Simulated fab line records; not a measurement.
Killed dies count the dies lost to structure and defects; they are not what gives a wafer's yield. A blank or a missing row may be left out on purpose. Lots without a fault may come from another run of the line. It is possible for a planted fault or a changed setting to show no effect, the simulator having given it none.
Which tool did it? | flow berkeley_cmos170 | 6 lots, 18 wafers sampled, at 3 steps of a route of 331

## WHAT EACH GAUGE READ, for each wafer
UCB170_CONTACT_THK_MEAS_02.
lot  | measured     | on            | CONTACT_PSG_THK (nm)
L348 | day 8 13:50  | film_metro-01 | 716 718 712
L353 | day 9 04:23  | film_metro-02 | 706 702 704
L352 | day 9 06:06  | film_metro-03 | 704 712 713
L359 | day 10 04:54 | film_metro-01 | 778 785 780 777 786 779
L368 | day 11 22:10 | film_metro-03 | 702 703 703
L370 | day 13 06:07 | film_metro-01 | 691 696 694

## WHICH TOOL RAN EACH LOT (tool, then ch and the chambers of the sampled wafers, then the start)
lot  | UCB170_NLDD_STRIP_10                 | UCB170_CONTACT_CVD_01
L348 | plasma_asher-04 ch 0,1, day 7 19:16  | lpcvd-02 ch 0, day 8 12:04
L353 | plasma_asher-04 ch 0,1, day 8 12:23  | lpcvd-01 ch 0, day 9 01:42
L352 | plasma_asher-01 ch 0,1, day 8 13:08  | lpcvd-02 ch 1, day 9 04:19
L359 | plasma_asher-02 ch 0,1, day 9 13:20  | lpcvd-02 ch 1, day 10 03:06
L368 | plasma_asher-01 ch 0,1, day 11 07:31 | lpcvd-01 ch 0, day 11 20:23
L370 | plasma_asher-01 ch 0,1, day 12 16:22 | lpcvd-01 ch 1, day 13 03:24
- UCB170_NLDD_STRIP_10: strips in O2.
- UCB170_CONTACT_CVD_01: deposits PSG from SiH4/O2/PH3, target thk 700 nm, time 2820 s.

## THE ANSWER, worked out from the rows above alone
Rule: usual is defined by the lots themselves. The widest of any qualifying gaps counts: lots, ordered by their means at a reading, are off when they make up no more than a third of the lots, leave a main group of 4 or more, and stand apart from it by 3 or more times the standard deviation of that group's means. A main group is skipped when, at the precision printed for the reading in the tables above, its means are all equal. A lot without any number at a reading at which 4 lots or more have one is off too. Any other lot the step has rows for is counted as sound.
Off: at UCB170_CONTACT_THK_MEAS_02 (CONTACT_PSG_THK), L359. Main group: mean 705 nm, sd 7.3.
A tool fits if, at a process step before that reading, it ran every lot that is off, and no sound lot after the first of them. Those tools and the gauges at UCB170_CONTACT_THK_MEAS_02 are tried in the same way. This does not decide it: 2 tools fit, namely plasma_asher-02 at UCB170_NLDD_STRIP_10 and lpcvd-02 at UCB170_CONTACT_CVD_01.

## WHAT THE SIMULATOR HAD PUT IN
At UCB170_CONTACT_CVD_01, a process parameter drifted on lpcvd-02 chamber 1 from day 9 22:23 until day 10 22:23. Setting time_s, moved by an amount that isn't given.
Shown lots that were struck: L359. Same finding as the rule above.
